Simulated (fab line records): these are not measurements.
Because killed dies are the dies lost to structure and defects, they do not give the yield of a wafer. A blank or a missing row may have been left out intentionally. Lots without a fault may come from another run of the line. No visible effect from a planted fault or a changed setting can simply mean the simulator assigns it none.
fab line records | flow rit-cmos
[record] lots = 14 | wafers = 42 | last-day = 7
route steps=202 shown REOX@101
lots untouched by any fault: they come from a run of this same line in which no faults occurred
start-h: hours from the record's opening day to when the first of the lot's shown wafers began | wait-h: time in hours since the lot's previous step | " unchanged from the row above | L1.1+2: a row that stands for several wafers | - no value, or no start was given | * or withheld: withheld | < > ~ a bound
route shown NAME@n: names a module that has steps shown in the file, with the first one's number in the route | usual: mean and standard deviation over wafers with no fault | same: alike in all rows | chamber/n: place in a boat | sites: each site's reading | _std_site: how widely they spread, as a standard deviation | _edge_site: outer sites' mean less inner sites' | radius-mm: how far each site lies from the wafer's centre | mask NAME#n: copy n | behind: the tool/chamber that last shaped the wafer | hold: why the lot went on hold/how many hours it stayed there/how the hold came to an end | device: whichever transistor did not switch (one of n, p or np) | end of line: the same wafers' tests at the end of the route | a step given without rows: its recipe and nothing more | killed: not the wafer's yield, but the dies lost to structure and defects at the first sort | map: shows each die of a wafer: x if killed, . if not, _ if none is there
set.NAME: setting as actually run; set.NAME@STEP: the setting as run at that earlier step | model.NAME: the simulator's own value behind a step, which no gauge read
steps of the route over a sample of lots; a table a step, a row a wafer
services: from which hour (start-h, from the record's first day; less than 0 if before it) a tool's chamber was out of use, for how many hours, and why
[[steps]]
[step RIT_REOX_OXIDATION_03]
[recipe] temp-c = 900 | ambient = O2 | target-thk-a = 252 | ox-time-s = 5580
[usual] spike-tc-centre-C = 903.9/1.6 | spike-tc-source-C = 925.0/1.1 | tube-center-temp-C = 900.01/0.082 | tube_center_temp_C_max = 902.3/0.41
[same] ox-time-s = 5580
lot.wafer | tool       | chamber | start-h | wait-h | spike-tc-centre-C | spike-tc-source-C | tube-center-temp-C | tube_center_temp_C_max
L704.4    | furnace-04 | 0       | 38.65   | 0.0    | 902.3             | 926.4             | 900.01             | 902.3
L704.5    | "          | 0       | "       | "      | 904.3             | 927.6             | 899.97             | 902.5
L704.6    | "          | 0       | "       | "      | 903.4             | 926.4             | 900.02             | 902.3
L705.3    | furnace-02 | 0       | 45.26   | 0.0    | 901.4             | 924.7             | 899.88             | 901.7
L705.5    | "          | 0       | "       | "      | 902.4             | 925.4             | 900.11             | 902.0
L705.6    | "          | 0       | "       | "      | 901.4             | 925.6             | 900.13             | 902.7
L707.1    | furnace-03 | 0       | 52.81   | 0.0    | 904.7             | 924.9             | 899.99             | 902.1
L707.2    | "          | 0       | "       | "      | 906.4             | 923.5             | 900.12             | 902.3
L707.6    | "          | 0       | "       | "      | 905.2             | 925.9             | 900.08             | 902.0
L708.2    | furnace-02 | 0       | 58.14   | 0.0    | 902.1             | 925.4             | 899.95             | 902.2
L708.3    | "          | 0       | "       | "      | 902.8             | 924.0             | 900.14             | 902.0
L708.6    | "          | 0       | "       | "      | 903.5             | 924.4             | 899.97             | 901.7
L709.3    | furnace-03 | 0       | 63.48   | 0.4    | 905.4             | 923.4             | 899.98             | 903.0
L709.4    | "          | 0       | "       | "      | 904.8             | 924.6             | 900.1              | 902.4
L709.5    | "          | 0       | "       | "      | 904.1             | 923.2             | 899.96             | 902.0
L710.2    | furnace-04 | 0       | 67.51   | 0.0    | 903.9             | 926.6             | 899.94             | 902.7
L710.3    | "          | 0       | "       | "      | 905.2             | 925.1             | 900                | 902.1
L710.5    | "          | 0       | "       | "      | 904.5             | 925.3             | 899.86             | 902.1
L711.2    | furnace-03 | 0       | 72.82   | 0.0    | 903.0             | 924.6             | 900.03             | 902.7
L711.3    | "          | 0       | "       | "      | 905.0             | 923.5             | 899.97             | 902.3
L711.6    | "          | 0       | "       | "      | 905.8             | 925.6             | 900.02             | 902.1
L712.1    | furnace-02 | 0       | 79.28   | 0.0    | 902.1             | 924.5             | 900.15             | 902.4
L712.2    | "          | 0       | "       | "      | 902.1             | 925.5             | 899.92             | 901.8
L712.4    | "          | 0       | "       | "      | 903.0             | 923.7             | 900.06             | 902.4
L713.2    | furnace-04 | 0       | 83.55   | 0.1    | 913.0             | 933.6             | 908.13             | 911.3
L713.3    | "          | 0       | "       | "      | 912.4             | 934.4             | 908.06             | 910.5
L713.5    | "          | 0       | "       | "      | 911.3             | 932.2             | 907.86             | 910.2
L714.1    | furnace-04 | 0       | 87.81   | 0.0    | 914.0             | 935.5             | 908.16             | 910.5
L714.4    | "          | 0       | "       | "      | 910.3             | 933.3             | 908.04             | 909.9
L714.5    | "          | 0       | "       | "      | 911.6             | 933.5             | 908.07             | 910.3
L722.2    | furnace-03 | 0       | 133.97  | 0.0    | 904.4             | 925.6             | 900.05             | 902.3
L722.4    | "          | 0       | "       | "      | 905.7             | 924.4             | 900.14             | 903.0
L722.6    | "          | 0       | "       | "      | 905.0             | 923.2             | 899.82             | 903.4
L723.3    | furnace-03 | 0       | 136.52  | 1.0    | 905.8             | 923.6             | 899.97             | 902.6
L723.5    | "          | 0       | "       | "      | 905.1             | 925.7             | 900.09             | 901.9
L723.6    | "          | 0       | "       | "      | 905.4             | 924.8             | 899.94             | 902.2
L724.2    | furnace-03 | 0       | 142.14  | 0.0    | 905.8             | 922.2             | 899.93             | 902.7
L724.4    | "          | 0       | "       | "      | 906.4             | 923.9             | 900.25             | 902.2
L724.5    | "          | 0       | "       | "      | 905.9             | 927.4             | 900.03             | 903.1
L726.1    | furnace-03 | 0       | 147.29  | 0.0    | 905.4             | 923.4             | 900                | 902.2
L726.2    | "          | 0       | "       | "      | 903.6             | 923.8             | 899.95             | 902.7
L726.4    | "          | 0       | "       | "      | 904.3             | 924.0             | 900.03             | 902.7
[step RIT_REOX_THK_MEAS_04]
[recipe] reads = SiO2_of_REOX_OXIDATION_03
[usual] REOX_OXIDE_THK = 25.4/0.54
lot.wafer | tool          | chamber | start-h | wait-h | REOX_OXIDE_THK[nm]
L704.4    | film-metro-02 | -       | 41.23   | 0.0    | 24.9
L704.5    | "             | -       | "       | "      | 25.3
L704.6    | "             | -       | "       | "      | 25.0
L705.3    | film-metro-02 | -       | 47.83   | 0.0    | 25.6
L705.5    | "             | -       | "       | "      | 25.7
L705.6    | "             | -       | "       | "      | 25.6
L707.1    | film-metro-02 | -       | 55.36   | 0.0    | 24.9
L707.2    | "             | -       | "       | "      | 24.8
L707.6    | "             | -       | "       | "      | 24.8
L708.2    | film-metro-02 | -       | 60.70   | 0.0    | 24.7
L708.3    | "             | -       | "       | "      | 25.1
L708.6    | "             | -       | "       | "      | 25.0
L709.3    | film-metro-01 | -       | 66.05   | 0.0    | 23.9
L709.4    | "             | -       | "       | "      | 24.4
L709.5    | "             | -       | "       | "      | 24.3
L710.2    | film-metro-01 | -       | 70.07   | 0.0    | 26.0
L710.3    | "             | -       | "       | "      | 26.4
L710.5    | "             | -       | "       | "      | 26.3
L711.2    | film-metro-01 | -       | 75.38   | 0.0    | 24.6
L711.3    | "             | -       | "       | "      | 24.7
L711.6    | "             | -       | "       | "      | 24.9
L712.1    | film-metro-02 | -       | 81.83   | 0.0    | 25.9
L712.2    | "             | -       | "       | "      | 26.0
L712.4    | "             | -       | "       | "      | 25.8
L713.2    | film-metro-01 | -       | 86.11   | 0.0    | 27.6
L713.3    | "             | -       | "       | "      | 28.0
L713.5    | "             | -       | "       | "      | 27.8
L714.1    | film-metro-01 | -       | 90.36   | 0.0    | 28.2
L714.4    | "             | -       | "       | "      | 28.2
L714.5    | "             | -       | "       | "      | 27.9
L722.2    | film-metro-01 | -       | 136.53  | 0.0    | 25.8
L722.4    | "             | -       | "       | "      | 25.7
L722.6    | "             | -       | "       | "      | 25.6
L723.3    | film-metro-04 | -       | 139.09  | 0.0    | 25.4
L723.5    | "             | -       | "       | "      | 25.9
L723.6    | "             | -       | "       | "      | 25.1
L724.2    | film-metro-02 | -       | 144.70  | 0.0    | 25.3
L724.4    | "             | -       | "       | "      | 24.7
L724.5    | "             | -       | "       | "      | 25.1
L726.1    | film-metro-01 | -       | 149.84  | 0.0    | 25.1
L726.2    | "             | -       | "       | "      | 24.9
L726.4    | "             | -       | "       | "      | 24.6
[[services]]
tool       | chamber | start-h | hours | kind
furnace-04 | -       | 90.36   | 3.3   | pm
furnace-04 | -       | 96.85   | 3.9   | pm
furnace-03 | -       | 104.38  | 3.2   | pm
furnace-04 | -       | 105.09  | 10.7  | pm
furnace-03 | -       | 120.12  | 9.4   | repair
[[key]]
[first-sign] step = RIT_REOX_OXIDATION_03 | reading = tube-center-temp-C | direction = up | sigmas = 89 | usual = * | struck = *
[effect] step = RIT_REOX_OXIDATION_03 | reading = tube_center_temp_C_max | direction = up | sigmas = 20 | usual = * | struck = *
[effect] step = RIT_REOX_THK_MEAS_04 | reading = REOX_OXIDE_THK | direction = up | sigmas = 4.7 | usual = 25.4 | struck = 28.0
met-at RIT_REOX_OXIDATION_03
struck-lots L713,L714
tester-left-out L713,L714
[fault] kind = process-parameter-drift | tool = furnace-04 | chamber = - | onset-h = 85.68 | steps = RIT_REOX_OXIDATION_03 | channel = temp-c | offset = * | shape = step | end-h = 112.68 | acts-in = * | stated = *
// tester-left-out: of these lots the tester's yield and bins aren't shown, on N5 and GAA mostly nor the transistor test; their killed dies are dies lost to structure and defects alone, not to doping, threshold or leakage, so they don't give the yield
